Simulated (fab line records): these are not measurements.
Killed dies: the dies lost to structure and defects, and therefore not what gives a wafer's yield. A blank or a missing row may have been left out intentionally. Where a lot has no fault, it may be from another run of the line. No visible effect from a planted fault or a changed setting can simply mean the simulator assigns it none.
Struck lot and sound lot, side by side | flow rit cmos | 14 out of 202 route steps
Sound: these wafers, L968.1, L968.3, L968.4. The struck wafers were L957.1, L957.2, L957.4. The cause is given at the end.
Per side, at each step with rows, come the tool, then ch with its chambers, and then its first start. Under that, the readings that differ: sound wafers | struck wafers | difference of the means | sigmas: that difference in standard deviations of wafers without a fault.
alike: same words and numbers on both sides, and readings whose means sit less than 2 such deviations apart. not compared: any withheld reading, any reading some wafer has no value for, any bound like >300 that may hide the same value, and any number with overlapping values for which the record gives no deviation.
A row with sigmas, a row that says differs or no value, or rows on one side alone: a step with any of these is where the two part. Numbers that have no deviation but don't overlap get no sigmas and don't part them. Lack of a reading on every wafer of one side parts them only where that side has two or more wafers.

first, 1 step without rows for these wafers: RIT_GATE_CLEAN_04 (cleans in dHF, time 60 s).
RIT_FOX2_THK_MEAS_91:
  sound on film metro-02 at day 6 00:38; struck on film metro-01 at day 3 16:20
  reading                     | sound       | struck      | difference | sigmas
  FIELD_OXIDE_LEFT_2_THK (nm) | 254 260 251 | 243 243 236 | -14        | -2
then, 2 steps without rows for these wafers: RIT_GATE_OXIDATION_05 (target thk 3 nm, ox time 270 s); RIT_GATE_ANNEAL_06 (time 600 s).
RIT_GATE_THK_MEAS_07:
  sound on film metro-01 at day 6 04:01; struck on film metro-04 at day 3 17:44
  alike: GATE_OXIDE_THK
then, 1 step without rows for these wafers: RIT_GATE_CVD_08 (deposits poly-Si from SiH4, target thk 250 nm, time 2220 s).
RIT_GATE_THK_MEAS_09:
  sound on film metro-02 at day 6 05:41; struck on film metro-02 at day 3 19:24
  alike: GATE_POLY_THK
then, 5 steps without rows for these wafers: RIT_GATE_HMDS_10 (prime time 60 s); RIT_GATE_COAT_11 (resist thk 850 nm); RIT_GATE_SOFTBAKE_12 (time 60 s); RIT_GATE_EXPOSE_13 (exposes mask M6, target cd 150 nm); RIT_GATE_PEB_14.
RIT_GATE_DEVELOP_15: develop time 50 s.
  sound on litho track-03 ch 0, day 6 06:00; struck on litho track-03, day 3 20:00
  no value came back on the struck wafers for chill plate temp C (C), develop time s (s); on the sound wafers chill plate temp C (C) reads 23.05 22.93 22.99
RIT_GATE_CD_MEAS_16: target cd 150 nm.
  sound on cd sem-02 at day 6 06:43; struck on cd sem-01 at day 3 20:19
  reading    | sound             | struck | difference                    | sigmas
  cd nm (nm) | 147.1 147.1 146.9 | - - -  | no value on the struck wafers |

== WHERE THEY PART ==
At RIT_FOX2_THK_MEAS_91 first; at RIT_GATE_CD_MEAS_16 last (within this record only).

WHY: whatever the simulator had introduced
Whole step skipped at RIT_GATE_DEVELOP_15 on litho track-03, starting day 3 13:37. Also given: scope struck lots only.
